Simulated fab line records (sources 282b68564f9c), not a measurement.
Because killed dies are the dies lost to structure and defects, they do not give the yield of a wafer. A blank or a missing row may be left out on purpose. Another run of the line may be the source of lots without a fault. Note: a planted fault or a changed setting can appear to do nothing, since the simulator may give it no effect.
The tool behind it: which one?    flow rit cmos    14 lots, 42 wafers sampled, at 5 steps of a route of 202

WHAT THE GAUGES SHOWED, per wafer
RIT_CONTACT_CD_MEAS_08: the cd target is 1000 nm. Usual: 1000.0 nm for cd nm, sd 2.6.
lot   measured     on         cd nm (nm)            flag
L502  day 3 03:40  cd sem-01  1000.7 1000.0 1001.1  
L503  day 3 09:52  cd sem-01  1000.8 1001.4 1003.3  
L504  day 3 13:05  cd sem-02  1002.2 1001.3 1001.9  
L506  day 4 04:10  cd sem-01  - - -                 OFF
L507  day 4 11:19  cd sem-01  - - -                 OFF
L511  day 5 09:23  cd sem-01  1001.2 1000.8 1002.1  
L512  day 5 12:04  cd sem-01  998.5 999.7 999.5     
L514  day 5 19:02  cd sem-01  1001.9 1000.2 1001.5  
L517  day 6 07:27  cd sem-01  1001.7 1002.4 1004.4  
L518  day 6 10:56  cd sem-01  998.3 994.3 999.1     
L521  day 7 04:46  cd sem-02  999.9 1000.2 1000.9   
L522  day 7 07:23  cd sem-02  1007.2 1005.6 1008.9  
L523  day 7 13:53  cd sem-02  996.1 999.2 999.3     
L525  day 8 03:02  cd sem-01  999.7 1002.8 999.9    

RIT_M1_CD_MEAS_90: the cd target is 2600 nm. Usual: 2600.9 nm for cd nm, sd 2.9.
lot   measured     on         cd nm (nm)            flag
L502  day 3 07:34  cd sem-02  2601.1 2604.3 2603.0  
L503  day 3 13:17  cd sem-01  2597.9 2601.8 2599.2  
L504  day 3 16:30  cd sem-02  2602.9 2603.6 2600.6  
L511  day 5 13:10  cd sem-01  2601.4 2606.3 2601.2  
L512  day 5 15:46  cd sem-01  2599.6 2599.3 2601.0  
L514  day 5 22:34  cd sem-01  2602.2 2602.5 2601.8  
L517  day 6 11:12  cd sem-01  2604.3 2605.7 2602.2  
L518  day 6 14:22  cd sem-01  2597.8 2598.6 2600.8  
L521  day 7 08:13  cd sem-02  2603.3 2600.4 2597.1  
L522  day 7 10:50  cd sem-02  2601.6 2606.3 2602.5  
L523  day 7 17:25  cd sem-02  2603.3 2603.9 2604.6  
L525  day 8 06:36  cd sem-01  2601.8 2603.0 2601.4  

EACH LOT AND THE TOOL THAT RAN IT (in order: tool; ch and the chambers of the sampled wafers; start)
lot   RIT_NSD_STRIP_09                     RIT_CONTACT_COAT_03               RIT_M1_STRIP_14
L502  plasma asher-02 ch 0,1, day 2 23:16  litho track-04 ch 0, day 3 02:44  plasma asher-02 ch 0,1, day 3 07:25
L503  plasma asher-04 ch 0,1, day 3 05:15  litho track-02 ch 0, day 3 08:35  plasma asher-03 ch 0,1, day 3 13:07
L504  plasma asher-04 ch 0,1, day 3 08:47  litho track-03 ch 0, day 3 12:09  plasma asher-03 ch 0,1, day 3 16:19
L506  plasma asher-04 ch 0,1, day 3 23:41  litho track-04, day 4 03:21       -
L507  plasma asher-01 ch 0,1, day 4 06:47  litho track-02, day 4 10:31       -
L511  plasma asher-02 ch 0, day 5 04:55    litho track-02 ch 0, day 5 08:18  plasma asher-03 ch 0,1, day 5 12:59
L512  plasma asher-02 ch 0,1, day 5 07:39  litho track-02 ch 0, day 5 11:08  plasma asher-03 ch 0,1, day 5 15:35
L514  plasma asher-04 ch 0, day 5 14:36    litho track-04 ch 0, day 5 18:11  plasma asher-01 ch 0,1, day 5 22:23
L517  plasma asher-02 ch 0,1, day 6 03:17  litho track-04 ch 0, day 6 06:38  plasma asher-03 ch 0,1, day 6 11:01
L518  plasma asher-04 ch 0,1, day 6 06:38  litho track-03 ch 0, day 6 10:08  plasma asher-02 ch 0,1, day 6 14:12
L521  plasma asher-04 ch 0,1, day 7 00:16  litho track-04 ch 0, day 7 03:58  plasma asher-02 ch 0,1, day 7 08:04
L522  plasma asher-04 ch 0,1, day 7 03:02  litho track-03 ch 0, day 7 06:31  plasma asher-01 ch 0,1, day 7 10:40
L523  plasma asher-02 ch 0,1, day 7 09:29  litho track-03 ch 0, day 7 12:56  plasma asher-02 ch 0,1, day 7 17:15
L525  plasma asher-01 ch 0,1, day 7 22:40  litho track-04 ch 0, day 8 02:08  plasma asher-02 ch 0,1, day 8 06:25
- RIT_NSD_STRIP_09: strips in O2, time 180 s.
- RIT_CONTACT_COAT_03: resist thk 1000 nm.
- RIT_M1_STRIP_14: strips in O2, time 180 s.

AS READ BY THE TOOLS THEMSELVES (means over the sampled wafers that have a number; for cases with no such wafer, the mark the record gives instead)
RIT_NSD_STRIP_09. Usual: 5.50 A for drypump motor current A, sd 0.23.
lot   tool             drypump motor current A (A)  flag
L502  plasma asher-02  5.40                         
L503  plasma asher-04  5.47                         
L504  plasma asher-04  5.50                         
L506  plasma asher-04  5.49                         
L507  plasma asher-01  6.25                         OFF
L511  plasma asher-02  5.45                         
L512  plasma asher-02  5.41                         
L514  plasma asher-04  5.55                         
L517  plasma asher-02  5.41                         
L518  plasma asher-04  5.51                         
L521  plasma asher-04  5.50                         
L522  plasma asher-04  5.46                         
L523  plasma asher-02  5.42                         
L525  plasma asher-01  6.24                         OFF

RIT_CONTACT_COAT_03. Usual: chill plate temp C 23.00 C, standard deviation 0.099; dispense pressure kPa 54.4 kPa, standard deviation 2.7; resist line temp C 22.98 C, standard deviation 0.12; spin speed rpm 3249.9 rpm, standard deviation 2.8.
lot   tool            chill plate temp C (C)  dispense pressure kPa (kPa)  resist line temp C (C)  spin speed rpm (rpm)  flag
L502  litho track-04  22.98                   52.2                         22.98                   3249.4                
L503  litho track-02  22.88                   57.6                         22.91                   3248.1                
L504  litho track-03  23.08                   51.9                         22.87                   3250.9                
L506  litho track-04  -                       -                            -                       -                     OFF
L507  litho track-02  -                       -                            -                       -                     OFF
L511  litho track-02  22.98                   57.6                         23.15                   3247.7                
L512  litho track-02  22.86                   57.6                         23.07                   3248.8                
L514  litho track-04  23.04                   52.2                         22.97                   3250.9                
L517  litho track-04  22.97                   52.2                         22.97                   3249.4                
L518  litho track-03  23.01                   52.0                         22.96                   3250.8                
L521  litho track-04  23.06                   52.2                         22.96                   3250.3                
L522  litho track-03  23.09                   51.9                         22.98                   3247.1                
L523  litho track-03  23.00                   51.9                         22.96                   3248.5                
L525  litho track-04  22.96                   52.2                         22.95                   3251.5                

RIT_M1_STRIP_14. Usual: 5.7 A for drypump motor current A, sd 0.38.
lot   tool             drypump motor current A (A)  flag
L502  plasma asher-02  5.4                          
L503  plasma asher-03  5.6                          
L504  plasma asher-03  5.8                          
L511  plasma asher-03  5.9                          
L512  plasma asher-03  5.9                          
L514  plasma asher-01  6.2                          
L517  plasma asher-03  5.6                          
L518  plasma asher-02  5.4                          
L521  plasma asher-02  5.4                          
L522  plasma asher-01  6.2                          
L523  plasma asher-02  5.4                          
L525  plasma asher-02  5.4                          

THE ANSWER, worked out from the rows above alone
Rule: take the mean of a lot's wafers that have a number; if it is more than 3 standard deviations from the usual mean, the lot is off. A lot without any number at a reading at which 4 lots or more have one is off too. Where the step has rows for the other lots, those lots are counted as sound. Order of review: gauges by route order, followed by the tools' own readings, for which a lot's mean as printed above is used. The first step at which some lot is off is used, and at that step the reading that is off furthest; a lot without a number counts as furthest.
Off: L506, L507 (RIT_CONTACT_CD_MEAS_08, cd nm). Without a number there: L506, L507.
A tool fits if, at a process step before that reading, it ran every lot that is off, and no sound lot after the first of them. The gauges at RIT_CONTACT_CD_MEAS_08 aren't tried: what is off there is off at RIT_CONTACT_COAT_03 too, on other tools, and a gauge's error can't cause that. No candidate that was tried fits.

WHAT THE SIMULATOR PUT IN
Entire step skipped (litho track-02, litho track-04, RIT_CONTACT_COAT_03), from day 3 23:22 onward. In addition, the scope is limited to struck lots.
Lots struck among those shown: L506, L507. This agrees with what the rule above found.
